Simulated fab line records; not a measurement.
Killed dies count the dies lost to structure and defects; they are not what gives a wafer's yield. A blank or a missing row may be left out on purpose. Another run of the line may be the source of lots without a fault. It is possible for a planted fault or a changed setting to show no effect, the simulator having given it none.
A struck lot beside a sound one ; flow berkeley-cmos170 ; 44 out of 331 route steps
Sound: these wafers, L844.1, L844.2, L844.5. Wafers struck: L857.1, L857.4, L857.6. At the end, the cause is stated.
Order at every step that has rows: each side's tool, ch and its chambers, its first start. Under that, the readings that differ: sound wafers ; struck wafers ; difference of the means ; sigmas: that difference in standard deviations of wafers without a fault.
alike: readings whose means differ by less than 2 such deviations, and words and numbers that are the same on both sides. not compared: withheld readings, readings that some wafer has no value for, bounds like >300 that may hide the same value, and numbers for which the record gives no deviation and whose values overlap.
Wherever a step has rows on one side only, a row that says differs or no value, or a row with sigmas, the two part there. Numbers that don't overlap but have no deviation are shown without sigmas and don't part them. Lack of a reading on every wafer of one side parts them only where that side has two or more wafers.

UCB170_PSD_STRIP_09: strips in O2.
  sound on plasma-asher-01 ch 0,1, day 8 09:39; struck on plasma-asher-01 ch 0,1, day 11 06:19
  alike: drypump-motor-current-A, oes-product-au, strip-time-to-endpoint-s
  not compared: rf-hours-counter-h
UCB170_PSD_TW_MEAS_10:
  sound on film-metro-02 at day 8 09:45; struck on film-metro-02 at day 11 06:25
  alike: PSD_TW
then, 7 steps without rows for these wafers: UCB170_PSD_CLEAN_11 (cleans in SPM, time 600 s); UCB170_NSD_HMDS_00 (prime time 60 s); UCB170_NSD_COAT_01 (resist thk 900 nm); UCB170_NSD_SOFTBAKE_02 (time 60 s); UCB170_NSD_EXPOSE_03 (exposes mask NSELECT MOD, target cd 1200 nm); UCB170_NSD_PEB_04; UCB170_NSD_DEVELOP_05 (develop time 45 s).
UCB170_NSD_CD_MEAS_06: the cd target is 1200 nm.
  sound on cd-sem-02 at day 8 10:53; struck on cd-sem-02 at day 11 08:46
  alike: cd-nm
UCB170_NSD_OVL_MEAS_07:
  sound on overlay-01 at day 8 11:01; struck on overlay-02 at day 11 08:53
  alike: NSD_OVL
after that, 1 step had no rows for these wafers: UCB170_NSD_IMPLANT_08.
UCB170_NSD_STRIP_09: strips in O2.
  sound on plasma-asher-01 ch 0,1, day 8 11:12; struck on plasma-asher-01 ch 1, day 11 09:04
  alike: drypump-motor-current-A, oes-product-au, strip-time-to-endpoint-s
  not compared: rf-hours-counter-h
UCB170_NSD_TW_MEAS_10:
  sound on film-metro-03 at day 8 11:18; struck on film-metro-01 at day 11 09:10
  alike: NSD_TW
then, 4 steps without rows for these wafers: UCB170_NSD_CLEAN_11 (cleans in SPM, time 600 s); UCB170_BACKSIDE_HMDS_00 (prime time 60 s); UCB170_BACKSIDE_COAT_01 (resist thk 900 nm); UCB170_BACKSIDE_SOFTBAKE_02 (time 60 s).
UCB170_BACKSIDE_STRIP_03: strips in O2.
  sound on plasma-asher-04 ch 0,1, day 8 12:00; struck on plasma-asher-02 ch 0,1, day 11 09:53
reading;sound;struck;difference;sigmas
strip-time-to-endpoint-s (s);21.83 21.88 21.87;22.00 22.09 22.10;+0.20;+2
  alike: drypump-motor-current-A, oes-product-au
  not compared: rf-hours-counter-h
then, 2 steps without rows for these wafers: UCB170_BACKSIDE_CLEAN_04 (cleans in SPM, time 600 s); UCB170_SDANNEAL_RTA_00 (time 10 s).
UCB170_SDANNEAL_RTA_01: time 5 s.
  sound on rtp-anneal-01 ch 0, day 8 12:21; struck on rtp-anneal-02 ch 0, day 11 10:27
reading;sound;struck;difference;sigmas
lamp-power-pct (%);41.8 41.8 41.9;40.2 40.2 40.2;-1.6;-2
  alike: wafer_temp_C_max
UCB170_SDANNEAL_RS_MEAS_02: uses a four-point probe to measure.
  sound on film-metro-03 at day 8 12:25; struck on film-metro-02 at day 11 10:31
reading;sound;struck;difference;sigmas
PSD_RS (ohm/sq);75.83 75.70 75.69;74.90 75.42 75.30;-0.53;-2
UCB170_SDANNEAL_RS_MEAS_03: uses a four-point probe to measure.
  sound on film-metro-03 at day 8 12:32; struck on film-metro-02 at day 11 10:38
  alike: NSD_RS
UCB170_SDANNEAL_RS_MEAS_04: uses a four-point probe to measure.
  sound on film-metro-03 at day 8 12:39; struck on film-metro-02 at day 11 10:45
reading;sound;struck;difference;sigmas
PLDD_RS (ohm/sq);1040 1034 1033;1025 1028 1030;-8;-3
UCB170_SDANNEAL_RS_MEAS_05: uses a four-point probe to measure.
  sound on film-metro-03 at day 8 12:46; struck on film-metro-02 at day 11 10:52
  alike: NLDD_RS
then, 1 step without rows for these wafers: UCB170_SILICIDE_PRE_CLEAN_00 (preclean etch time 60 s).
UCB170_SILICIDE_SPUTTER_01: material Ti, target thk 30 nm, time 25 s.
  sound on pvd-sputter-02 at day 8 12:58; struck on pvd-sputter-04 at day 11 11:03
reading;sound;struck;difference;sigmas
throttle-valve-pct (%);28.3 29.7 28.4;30.1 30.7 31.5;+2.0;+2
UCB170_SILICIDE_RS_MEAS_02: uses a four-point probe to measure.
  sound on film-metro-04 at day 8 12:59; struck on film-metro-04 at day 11 11:05
  alike: SILICIDE_TI_RS
UCB170_SILICIDE_THK_MEAS_03: measures by xrf.
  sound on film-metro-04 at day 8 13:07; struck on film-metro-04 at day 11 11:12
  alike: SILICIDE_TI_THK
UCB170_SILICIDE_RTA_04: time 15 s.
  sound on rtp-anneal-01 ch 0, day 8 13:10; struck on rtp-anneal-02 ch 0, day 11 11:16
reading;sound;struck;difference;sigmas
lamp-power-pct (%);11.60 11.60 11.61;11.15 11.16 11.16;-0.45;-2
  alike: wafer_temp_C_max
then, 3 steps without rows for these wafers: UCB170_SILICIDE_WET_ETCH_05 (etches Ti in SPM, time 45 s); UCB170_CONTACT_CLEAN_00 (cleans in SPM, time 600 s); UCB170_CONTACT_CVD_01 (deposits PSG from SiH4/O2/PH3, target thk 700 nm, time 2820 s).
UCB170_CONTACT_THK_MEAS_02:
  sound on film-metro-04 at day 8 15:14; struck on film-metro-01 at day 11 16:20
  alike: CONTACT_PSG_THK
then, 7 steps without rows for these wafers: UCB170_CONTACT_HMDS_03 (prime time 60 s); UCB170_CONTACT_COAT_04 (resist thk 900 nm); UCB170_CONTACT_SOFTBAKE_05 (time 60 s); UCB170_CONTACT_STRIP_06 (strips in O2); UCB170_CONTACT_CLEAN_07 (cleans in SPM, time 600 s); UCB170_CONTACT_RTA_08 (time 10 s); UCB170_CONTACT_COAT_09.
UCB170_M2_ETCH_17: etches BARC in N2/H2.
  sound on rie-diel-01 ch 0,3, day 9 06:25; struck on rie-diel-01 ch 0,2, day 12 08:37
reading;sound;struck;difference;sigmas
model.M2.cd-nm (nm);699.5 700.5 699.7;704.7 703.9 705.1;+4.7;
  alike: drypump-motor-current-A, oes-product-au, throttle-valve-pct
UCB170_M3_PROBE_99:
  record: rows for the struck wafers here (prober-02, day 12 14:41), none for the sound ones

== WHERE THEY PART ==
At UCB170_BACKSIDE_STRIP_03 first; at UCB170_M3_PROBE_99 last (within this record only).

WHY: what the simulator had put in
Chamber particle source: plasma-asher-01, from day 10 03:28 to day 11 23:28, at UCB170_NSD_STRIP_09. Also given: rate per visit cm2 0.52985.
